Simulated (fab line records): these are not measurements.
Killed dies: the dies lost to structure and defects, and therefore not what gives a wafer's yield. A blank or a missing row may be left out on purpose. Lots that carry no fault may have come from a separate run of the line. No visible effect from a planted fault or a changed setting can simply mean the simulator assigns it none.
Lot-split experiment	flow berkeley_cmos170	on a route of 331 steps: 5 lots, 23 wafers read

THE SPLIT ITSELF
At UCB170_PLDD_PEB_04, the setting peb_temp_c was moved away from the recipe's 130 C on 7 of the 23 wafers read, by -2.3% to +2.1%. For the rest of the wafers, this setting stayed at what the recipe calls for.

THE PATH FROM SPLIT TO READING: the file shows 1 step between them
- UCB170_PLDD_DEVELOP_05: develop time 45 s

THE READING
cd_nm at UCB170_PLDD_CD_MEAS_06, given in nm (cd target 1200 nm). On this fab line, fault-free wafers typically give 1199.2 nm with a standard deviation of 1.2 nm.

wafer	tool, chamber at the split	peb_temp_c as run, C	against the recipe	cd_nm, nm	against lot-mates on the recipe
L074.2	litho_track-01, 0	130	recipe	1197.5	-
L074.3	litho_track-01, 0	130	recipe	1200.1	-
L074.4	litho_track-01, 0	130	recipe	1200.5	-
L078.1	litho_track-01, 0	130	recipe	1198.7	-
L078.2	litho_track-01, 0	132.7	+2.1%	1214.4	+16.4
L078.3	litho_track-01, 0	130	recipe	1197.2	-
L078.5	litho_track-01, 0	132.7	+2.1%	1216.0	+18.0
L078.6	litho_track-01, 0	130	recipe	1198.2	-
L077.1	litho_track-02, 0	127	-2.3%	1176.8	-22.5
L077.2	litho_track-02, 0	130	recipe	1200.6	-
L077.3	litho_track-02, 0	130	recipe	1199.1	-
L077.4	litho_track-02, 0	130	recipe	1198.2	-
L077.6	litho_track-02, 0	127	-2.3%	1176.7	-22.6
L079.1	litho_track-01, 0	130	recipe	1199.0	-
L079.2	litho_track-01, 0	132.6	+2.0%	1215.3	+15.5
L079.4	litho_track-01, 0	132.6	+2.0%	1215.8	+16.0
L079.5	litho_track-01, 0	130	recipe	1200.5	-
L079.6	litho_track-01, 0	132.6	+2.0%	1215.3	+15.5
L083.1	litho_track-02, 0	130	recipe	1199.3	-
L083.2	litho_track-02, 0	130	recipe	1198.7	-
L083.3	litho_track-02, 0	130	recipe	1198.8	-
L083.4	litho_track-02, 0	130	recipe	1199.0	-
L083.5	litho_track-02, 0	130	recipe	1198.7	-

FIT RESULTS
A straight line over all 23 wafers: cd_nm changes by +8.68 nm for each +1% of peb_temp_c; r = +0.99; the points scatter about the line by 1.2 nm.
The same after taking each lot's own level away (the mean of its wafers on the recipe; 23 wafers): +8.71 nm for each +1%; r = +0.99; scatter 1.2 nm.
Per that fit: largest peb_temp_c move, reading shift of 20 nm.
From 1198.03 to 1199.75 nm: that is the span of the lots' own levels, equal to 1.4 times the standard deviation above.
The two slopes agree, so the slope changes little with the lot-to-lot level.
Check: -20 nm against its lot-mates is what the line predicts for one of the wafers moved furthest among these (-2.3%) when that wafer is left out of the fit. It came out at -22.5 nm against them.

OTHER SPLITS ON THESE WAFERS
Note: prior to the reading, these wafers also went through further splits. Each is held against what the fit with the lots' levels taken away leaves over:
other split on the same wafers	wafers away from the commonest value	r with cd_nm (lot level and that fit taken away)
UCB170_ZERO_ETCH_06 over_etch_frac	7	+0.12
UCB170_NWELL_PEB_10 peb_temp_c	9	+0.08
UCB170_PWELL_CVD_05 temp_c	15	+0.27
UCB170_PWELL_COAT_08 spin_rpm	11	-0.16
UCB170_WELLDRIVE_OXIDATION_01 temp_c	10	+0.08
UCB170_PVT_COAT_01 resist_thk_nm	6	-0.44
UCB170_PVT_IMPLANT_07 tilt_deg	5	+0.23

FILE'S OWN FIT
cd_nm changes by +8.74 nm for each +1% of peb_temp_c, r = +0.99.
